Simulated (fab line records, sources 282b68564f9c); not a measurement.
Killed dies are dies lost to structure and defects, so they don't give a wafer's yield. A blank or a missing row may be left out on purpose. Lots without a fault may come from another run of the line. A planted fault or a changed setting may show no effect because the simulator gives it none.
fab line records | flow rit_cmos
record lots=13 wafers=39 last_day=8
route steps=202 shown ACTIVE@12 FOX2@24 GATE@89 M1@202
lots that met no fault: from a run of the same line without faults
start_h: hours from the record's first day to the start of the lot's first wafer shown | wait_h: hours since the lot's step before | " the same as in the row above | L1.1+2: a row that stands for several wafers | - no value, or no start given | * or withheld: withheld | < > ~ a bound
route shown NAME@n: a module of which the file shows steps, and the number in the route of the first | usual: mean/standard deviation of fault-free wafers | same: alike in all rows | chamber/n: place in a boat | sites: the reading at each site | _std_site: their standard deviation | _edge_site: outer sites' mean less inner sites' | radius_mm: how far each site lies from the wafer's centre | mask NAME#n: copy n | behind: the tool/chamber that last shaped the wafer | hold: why the lot was held/for how many hours/how that ended | device: the transistor (n, p or np) that didn't switch | end of line: the same wafers' tests at the end of the route | a step without rows: its recipe alone | killed: dies lost to structure and defects at the first sort, not the wafer's yield | map: a wafer's dies, x killed, . not, _ none there
set.NAME: the setting as run; set.NAME@STEP: as run at that earlier step | model.NAME: the simulator's own value behind a step, which no gauge read
steps of the route over a sample of lots; a table a step, a row a wafer
services: from which hour (start_h, from the record's first day; less than 0 if before it) a tool's chamber was out of use, for how many hours, and why
## steps
# step RIT_ACTIVE_CD_MEAS_11
# recipe target_cd_nm=1400
# usual cd_nm=1400.2/2.4
# columns lot.wafer tool chamber start_h wait_h cd_nm
L294.1 cd_sem-01 - 19.56 - 1396.4
L294.3 " - " " 1394.3
L294.6 " - " " 1394.3
L295.1 cd_sem-01 - 24.56 - 1397.7
L295.2 " - " " 1398.2
L295.6 " - " " 1397.1
L297.1 cd_sem-01 - 34.55 - 1401.0
L297.4 " - " " 1402.6
L297.6 " - " " 1400.3
L298.3 cd_sem-02 - 39.48 - 1399.2
L298.4 " - " " 1398.1
L298.5 " - " " 1399.4
L299.2 cd_sem-02 - 44.46 - 1400.4
L299.5 " - " " 1398.3
L299.6 " - " " 1401.5
L300.1 cd_sem-02 - 50.27 - 1396.5
L300.3 " - " " 1395.2
L300.4 " - " " 1395.9
L301.1 cd_sem-02 - 55.58 - 1400.8
L301.2 " - " " 1401.9
L301.4 " - " " 1401.1
L303.3 cd_sem-02 - 64.48 - 1398.3
L303.4 " - " " 1398.3
L303.6 " - " " 1399.6
L312.1 cd_sem-02 - 110.94 - 1402.9
L312.4 " - " " 1402.8
L312.6 " - " " 1403.4
L313.1 cd_sem-02 - 115.89 - 1402.4
L313.2 " - " " 1404.6
L313.4 " - " " 1402.6
L314.2 cd_sem-02 - 120.86 - 1404.0
L314.4 " - " " 1402.9
L314.6 " - " " 1401.8
L315.2 cd_sem-02 - 127.62 - 1399.8
L315.3 " - " " 1400.4
L315.6 " - " " 1401.6
L316.3 cd_sem-01 - 133.38 - 1398.9
L316.4 " - " " 1399.6
L316.6 " - " " 1400.8
# step RIT_FOX2_THK_MEAS_01
# recipe reads=SiO2_of_FOX2_OXIDATION_00
# usual FOX2_OXIDE_THK=351/7.2
# columns lot.wafer tool chamber start_h wait_h FOX2_OXIDE_THK[nm]
L294.1 film_metro-03 - 23.45 0.0 345
L294.3 " - " " 346
L294.6 " - " " 345
L295.1 film_metro-04 - 28.97 0.0 355
L295.2 " - " " 358
L295.6 " - " " 356
L297.1 film_metro-04 - 38.97 0.0 357
L297.4 " - " " 354
L297.6 " - " " 359
L298.3 film_metro-04 - 43.33 0.0 360
L298.4 " - " " 362
L298.5 " - " " 357
L299.2 film_metro-01 - 48.38 0.0 358
L299.5 " - " " 354
L299.6 " - " " 356
L300.1 film_metro-04 - 54.76 0.0 354
L300.3 " - " " 357
L300.4 " - " " 349
L301.1 film_metro-03 - 59.49 0.0 352
L301.2 " - " " 344
L301.4 " - " " 350
L303.3 film_metro-01 - 68.39 0.0 354
L303.4 " - " " 354
L303.6 " - " " 356
L312.1 film_metro-03 - 114.82 0.0 350
L312.4 " - " " 341
L312.6 " - " " 343
L313.1 film_metro-04 - 119.85 0.0 339
L313.2 " - " " 338
L313.4 " - " " 337
L314.2 film_metro-04 - 124.88 0.0 343
L314.4 " - " " 338
L314.6 " - " " 337
L315.2 film_metro-04 - 131.48 0.0 344
L315.3 " - " " 341
L315.6 " - " " 350
L316.3 film_metro-04 - 137.23 0.0 360
L316.4 " - " " 356
L316.6 " - " " 360
# step RIT_FOX2_THK_MEAS_90
# recipe reads=SiO2_of_FOX2_OXIDATION_00
# usual FIELD_OXIDE_LEFT_1_THK=323/7.2
# columns lot.wafer tool chamber start_h wait_h FIELD_OXIDE_LEFT_1_THK[nm]
L294.1 film_metro-03 - 24.33 0.0 317
L294.3 " - " " 318
L294.6 " - " " 317
L295.1 film_metro-04 - 29.85 0.0 328
L295.2 " - " " 331
L295.6 " - " " 330
L297.1 film_metro-03 - 39.84 0.0 330
L297.4 " - " " 326
L297.6 " - " " 332
L298.3 film_metro-01 - 44.28 0.0 333
L298.4 " - " " 334
L298.5 " - " " 330
L299.2 film_metro-03 - 49.33 0.0 331
L299.5 " - " " 327
L299.6 " - " " 329
L300.1 film_metro-01 - 55.65 0.0 326
L300.3 " - " " 329
L300.4 " - " " 322
L301.1 film_metro-04 - 60.36 0.0 325
L301.2 " - " " 317
L301.4 " - " " 322
L303.3 film_metro-03 - 69.26 0.0 327
L303.4 " - " " 327
L303.6 " - " " 329
L312.1 film_metro-04 - 115.70 0.0 323
L312.4 " - " " 314
L312.6 " - " " 316
L313.1 film_metro-04 - 120.80 0.0 311
L313.2 " - " " 310
L313.4 " - " " 309
L314.2 film_metro-01 - 125.82 0.0 316
L314.4 " - " " 310
L314.6 " - " " 310
L315.2 film_metro-04 - 132.36 0.0 316
L315.3 " - " " 314
L315.6 " - " " 322
L316.3 film_metro-04 - 138.11 0.0 332
L316.4 " - " " 328
L316.6 " - " " 333
# step RIT_GATE_EXPOSE_13
# recipe mask_id=M6 na=0.6 source_shape=conventional sigma_outer=0.6 target_cd_nm=150 dose_mj=386.6
# columns lot.wafer tool chamber start_h wait_h mask
L294.1+3+6 iline_stepper-01 0 40.66 0.1 M6#0
L295.1+2+6 iline_stepper-01 0 46.17 0.1 M6#0
L297.1+4+6 iline_stepper-01 0 59.26 0.1 M6#0
L298.3+4+5 iline_stepper-02 0 61.26 0.2 M6#0
L299.2+5+6 iline_stepper-01 0 65.33 0.3 M6#0
L300.1+3+4 iline_stepper-01 0 71.88 0.1 M6_R1#0
L301.1+2+4 iline_stepper-02 0 77.16 0.3 M6#0
L303.3+4+6 iline_stepper-02 0 85.74 0.1 M6#0
L312.1+4+6 iline_stepper-01 0 134.43 0.1 M6#0
L313.1+2+4 iline_stepper-02 0 139.51 0.2 M6#0
L314.2+4+6 iline_stepper-01 0 144.70 0.2 M6#0
L315.2+3+6 iline_stepper-01 0 149.30 0.1 M6#0
L316.3+4+6 iline_stepper-01 0 162.86 0.1 M6#0
# step RIT_GATE_CD_MEAS_16
# recipe target_cd_nm=150
# usual cd_nm=150.4/2.2
# columns lot.wafer tool chamber start_h wait_h hold cd_nm
L294.1 cd_sem-02 - 41.06 - - 149.1
L294.3 " - " " - 146.2
L294.6 " - " " - 146.3
L295.1 cd_sem-01 - 46.57 - - 153.6
L295.2 " - " " - 149.9
L295.6 " - " " - 152.7
L297.1 cd_sem-02 - 59.66 - - 147.1
L297.4 " - " " - 148.9
L297.6 " - " " - 147.2
L298.3 cd_sem-01 - 61.66 - - 149.1
L298.4 " - " " - 150.0
L298.5 " - " " - 149.8
L299.2 cd_sem-01 - 65.73 - - 153.8
L299.5 " - " " - 151.0
L299.6 " - " " - 151.5
L300.1 cd_sem-02 - 72.28 - await_dispo/0.2h/release 138.7
L300.3 " - " " await_dispo/0.2h/release 141.1
L300.4 " - " " await_dispo/0.2h/release 139.9
L300.1 cd_sem-02 - 72.57 0.3 - 138.9
L300.3 " - " " - 141.3
L300.4 " - " " - 139.7
L301.1 cd_sem-01 - 77.67 - - 153.4
L301.2 " - " " - 154.2
L301.4 " - " " - 150.0
L303.3 cd_sem-01 - 86.14 - - 152.2
L303.4 " - " " - 148.9
L303.6 " - " " - 150.1
L312.1 cd_sem-02 - 134.83 - - 146.7
L312.4 " - " " - 145.3
L312.6 " - " " - 146.9
L313.1 cd_sem-01 - 139.91 - - 149.2
L313.2 " - " " - 147.7
L313.4 " - " " - 149.9
L314.2 cd_sem-01 - 145.11 - - 151.0
L314.4 " - " " - 153.0
L314.6 " - " " - 151.8
L315.2 cd_sem-01 - 149.93 - - 149.9
L315.3 " - " " - 149.6
L315.6 " - " " - 149.8
L316.3 cd_sem-02 - 163.26 - - 153.6
L316.4 " - " " - 150.5
L316.6 " - " " - 151.7
# step RIT_M1_PROBE_99
# usual killed_at_M0_to_M3=0.0/0.083 killed_at_contacts=0.1/0.31 killed_at_front_end=6.3/3 killed_dies=6.4/3 killed_on_rim=1.7/1.3 killed_open=3/1.9 killed_short=3.4/1.9
# same gross_dies=264 killed_at_M4_up=0 killed_at_back_side=0 killed_at_other=0
# columns lot.wafer tool chamber start_h wait_h killed_at_M0_to_M3 killed_at_contacts killed_at_front_end killed_dies killed_on_rim killed_open killed_short
L294.1 prober-02 - 61.52 0.1 0 1 8 9 0 3 6
L294.3 prober-02 - 61.62 0.2 0 0 15 15 3 7 8
L294.6 prober-02 - 61.77 0.2 0 0 5 5 1 1 4
L295.1 prober-01 - 68.44 0.1 0 0 8 8 1 3 5
L295.2 prober-01 - 68.49 0.1 0 0 6 6 2 3 3
L295.6 prober-01 - 68.69 0.2 0 0 7 7 4 1 6
L297.1 prober-01 - 80.64 0.1 0 0 4 4 2 0 4
L297.4 prober-01 - 80.79 0.2 0 0 7 7 1 3 4
L297.6 prober-01 - 80.89 0.2 0 1 4 5 2 2 3
L298.3 prober-02 - 83.29 0.2 0 0 6 6 1 3 3
L298.4 prober-02 - 83.34 0.2 0 0 6 6 3 2 4
L298.5 prober-02 - 83.39 0.2 0 0 5 5 2 2 3
L299.2 prober-01 - 85.98 0.1 0 0 7 7 3 5 2
L299.5 prober-01 - 86.13 0.2 0 0 5 5 0 2 3
L299.6 prober-01 - 86.18 0.2 0 0 12 12 2 6 6
L301.1 prober-01 - 97.59 0.1 0 0 7 7 1 1 5
L301.2 prober-01 - 97.64 0.1 0 0 10 10 6 7 3
L301.4 prober-01 - 97.74 0.2 0 0 7 7 2 2 5
L300.1 prober-02 - 105.38 0.1 0 0 8 8 1 6 2
L300.3 prober-02 - 105.48 0.2 0 0 2 2 2 1 1
L300.4 prober-02 - 105.53 0.2 0 0 9 9 1 3 6
L303.3 prober-01 - 107.32 0.2 0 0 8 8 4 4 4
L303.4 prober-01 - 107.37 0.2 0 0 11 11 3 5 6
L303.6 prober-01 - 107.47 0.2 0 0 10 10 2 4 6
L312.1 prober-02 - 159.59 0.1 0 0 5 5 1 1 4
L312.4 prober-02 - 159.74 0.2 0 0 2 2 2 1 1
L312.6 prober-02 - 159.84 0.2 0 0 7 7 1 3 4
L313.1 prober-01 - 161.92 0.1 0 0 7 7 1 6 1
L313.2 prober-01 - 161.97 0.1 0 0 3 3 1 1 2
L313.4 prober-01 - 162.07 0.2 0 0 15 15 5 7 8
L314.2 prober-02 - 171.04 0.1 0 0 4 4 2 2 2
L314.4 prober-02 - 171.14 0.2 0 0 5 5 3 3 2
L314.6 prober-02 - 171.24 0.2 0 0 4 4 1 2 2
L315.2 prober-01 - 179.18 0.1 0 0 10 10 2 5 5
L315.3 prober-01 - 179.23 0.2 0 0 8 8 2 3 5
L315.6 prober-01 - 179.38 0.2 1 0 3 4 2 1 3
L316.3 prober-02 - 186.53 0.2 0 0 4 4 1 2 2
L316.4 prober-02 - 186.58 0.2 0 0 4 4 1 3 1
L316.6 prober-02 - 186.68 0.2 0 0 2 2 0 2 0
# killed by level:class
L294.1 FOX1:geometric_particle:short=2 REOX:geometric_particle:open=2 REOX:geometric_particle:short=2 GATE:geometric_particle:open=1 SPACER:geometric_particle:short=1 CONTACT:geometric_particle:short=1
L294.3 REOX:geometric_particle:open=3 REOX:geometric_particle:short=3 FOX1:geometric_particle:short=2 GATE:geometric_particle:short=2 GATE:geometric_particle:open=2 FOX1:geometric_particle:open=1 SPACER:geometric_particle:open=1 SILICIDE:geometric_particle:short=1
L294.6 SPACER:geometric_particle:short=2 FOX1:geometric_particle:open=1 GATE:geometric_particle:short=1 REOX:geometric_particle:short=1
L295.1 SPACER:geometric_particle:short=3 SPACER:geometric_particle:open=2 FOX1:geometric_particle:open=1 GATE:geometric_particle:short=1 REOX:geometric_particle:short=1
L295.2 GATE:geometric_particle:open=2 SPACER:geometric_particle:short=2 FOX2:geometric_particle:short=1 SILICIDE:geometric_particle:open=1
L295.6 SPACER:geometric_particle:short=3 GATE:geometric_particle:short=2 GATE:geometric_particle:open=1 REOX:geometric_particle:short=1
L297.1 ACTIVE:geometric_particle:short=1 FOX1:geometric_particle:short=1 REOX:geometric_particle:short=1 SPACER:geometric_particle:short=1
L297.4 FOX2:geometric_particle:short=1 FOX2:geometric_particle:open=1 GATE:geometric_particle:open=1 GATE:geometric_particle:short=1 REOX:geometric_particle:short=1 REOX:geometric_particle:open=1 SILICIDE:geometric_particle:short=1
L297.6 GATE:geometric_particle:open=1 GATE:geometric_particle:short=1 SPACER:geometric_particle:open=1 SILICIDE:geometric_particle:short=1 CONTACT:geometric_particle:short=1
L298.3 GATE:geometric_particle:open=2 GATE:geometric_particle:short=2 FOX1:geometric_particle:open=1 SILICIDE:geometric_particle:short=1
L298.4 FOX1:geometric_particle:short=2 FOX1:geometric_particle:open=1 GATE:geometric_particle:short=1 REOX:geometric_particle:short=1 REOX:geometric_particle:open=1
L298.5 FOX2:geometric_particle:open=1 FOX2:geometric_particle:short=1 GATE:geometric_particle:short=1 SILICIDE:geometric_particle:short=1 SILICIDE:geometric_particle:open=1
L299.2 SPACER:geometric_particle:open=3 SILICIDE:geometric_particle:open=2 GATE:geometric_particle:short=1 SILICIDE:geometric_particle:short=1
L299.5 SPACER:geometric_particle:short=2 FOX1:geometric_particle:open=1 SILICIDE:geometric_particle:short=1 SILICIDE:geometric_particle:open=1
L299.6 SPACER:geometric_particle:open=3 SPACER:geometric_particle:short=2 FOX1:geometric_particle:short=1 FOX2:geometric_particle:short=1 GATE:geometric_particle:short=1 GATE:geometric_particle:open=1 REOX:geometric_particle:open=1 SILICIDE:geometric_particle:open=1
L301.1 GATE:geometric_particle:short=2 REOX:geometric_particle:short=2 GATE:geometric_particle:open=1 SILICIDE:geometric_particle:short=1 NLDD:coat_microbubble_printed=1
L301.2 REOX:geometric_particle:open=4 FOX1:geometric_particle:open=1 GATE:geometric_particle:open=1 REOX:geometric_particle:short=1 SPACER:geometric_particle:short=1 SPACER:geometric_particle:open=1 SILICIDE:geometric_particle:short=1
L301.4 FOX1:geometric_particle:short=1 FOX2:geometric_particle:short=1 GATE:geometric_particle:open=1 GATE:geometric_particle:short=1 SPACER:geometric_particle:short=1 SILICIDE:geometric_particle:open=1 SILICIDE:geometric_particle:short=1
L300.1 REOX:geometric_particle:open=2 SPACER:geometric_particle:open=2 FOX1:geometric_particle:short=1 FOX1:geometric_particle:open=1 GATE:geometric_particle:open=1 SPACER:geometric_particle:short=1
L300.3 REOX:geometric_particle:short=1 SILICIDE:geometric_particle:open=1
L300.4 FOX1:geometric_particle:short=2 SPACER:geometric_particle:short=2 FOX1:geometric_particle:open=1 GATE:geometric_particle:short=1 GATE:geometric_particle:open=1 REOX:geometric_particle:open=1 REOX:geometric_particle:short=1
L303.3 FOX2:geometric_particle:short=2 FOX1:geometric_particle:short=1 FOX2:geometric_particle:open=1 GATE:geometric_particle:short=1 GATE:geometric_particle:open=1 REOX:geometric_particle:open=1 SPACER:geometric_particle:open=1
L303.4 GATE:geometric_particle:open=2 REOX:geometric_particle:short=2 SILICIDE:geometric_particle:short=2 FOX1:geometric_particle:open=1 FOX2:geometric_particle:short=1 REOX:geometric_particle:open=1 SPACER:geometric_particle:short=1 SPACER:geometric_particle:open=1
L303.6 GATE:geometric_particle:open=3 FOX2:geometric_particle:short=2 GATE:geometric_particle:short=2 REOX:geometric_particle:open=1 SPACER:geometric_particle:short=1 SILICIDE:geometric_particle:short=1
L312.1 GATE:geometric_particle:short=2 SPACER:geometric_particle:short=1 SPACER:geometric_particle:open=1 SILICIDE:geometric_particle:short=1
L312.4 SPACER:geometric_particle:open=1 SPACER:geometric_particle:short=1
L312.6 GATE:geometric_particle:short=3 FOX2:geometric_particle:open=1 FOX2:geometric_particle:short=1 GATE:geometric_particle:open=1 SPACER:geometric_particle:open=1
L313.1 GATE:geometric_particle:open=4 REOX:geometric_particle:open=1 SPACER:geometric_particle:open=1 SPACER:geometric_particle:short=1
L313.2 FOX1:geometric_particle:short=1 REOX:geometric_particle:short=1 SPACER:geometric_particle:open=1
L313.4 GATE:geometric_particle:short=5 GATE:geometric_particle:open=4 FOX1:geometric_particle:short=1 FOX1:geometric_particle:open=1 FOX2:geometric_particle:short=1 FOX2:geometric_particle:open=1 SPACER:geometric_particle:open=1 SILICIDE:geometric_particle:short=1
L314.2 GATE:geometric_particle:short=2 GATE:geometric_particle:open=1 REOX:geometric_particle:open=1
L314.4 REOX:geometric_particle:short=2 GATE:geometric_particle:open=1 REOX:geometric_particle:open=1 SPACER:geometric_particle:open=1
L314.6 FOX1:geometric_particle:open=1 GATE:geometric_particle:short=1 REOX:geometric_particle:short=1 SPACER:geometric_particle:open=1
L315.2 GATE:geometric_particle:short=4 GATE:geometric_particle:open=3 FOX2:geometric_particle:open=1 SPACER:geometric_particle:short=1 SILICIDE:geometric_particle:open=1
L315.3 GATE:geometric_particle:short=2 GATE:geometric_particle:open=2 REOX:geometric_particle:short=2 FOX1:geometric_particle:short=1 SPACER:geometric_particle:open=1
L315.6 FOX2:geometric_particle:open=1 GATE:geometric_particle:short=1 SILICIDE:geometric_particle:short=1 M1:geometric_particle:short=1
L316.3 GATE:geometric_particle:open=2 FOX1:geometric_particle:short=1 GATE:geometric_particle:short=1
L316.4 SPACER:geometric_particle:open=3 GATE:geometric_particle:short=1
L316.6 REOX:geometric_particle:open=1 SPACER:geometric_particle:open=1
## services
# columns tool chamber start_h hours kind
iline_stepper-02 0 18.97 - calibration
iline_stepper-02 - 35.18 1.7 pm
iline_stepper-01 - 91.27 1.7 pm
## key
first_sign step=RIT_GATE_EXPOSE_13 reading=mask direction=changed
effect step=RIT_GATE_CD_MEAS_16 reading=visit direction=added
met_at RIT_GATE_EXPOSE_13
struck_lots L300
tester_left_out L300
not_acting_at RIT_ACTIVE_CD_MEAS_11,RIT_FOX2_THK_MEAS_01,RIT_FOX2_THK_MEAS_90
onset_between 65.33 71.88
fault kind=wrong_mask tool=any chamber=- onset_h=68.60 steps=RIT_GATE_EXPOSE_13 aux_copy=M6_R1#0 cd_offset_nm=-12 scope=struck_lots_only
# tester_left_out: of these lots the tester's yield and bins aren't shown, on N5 and GAA mostly nor the transistor test; their killed dies are dies lost to structure and defects alone, not to doping, threshold or leakage, so they don't give the yield
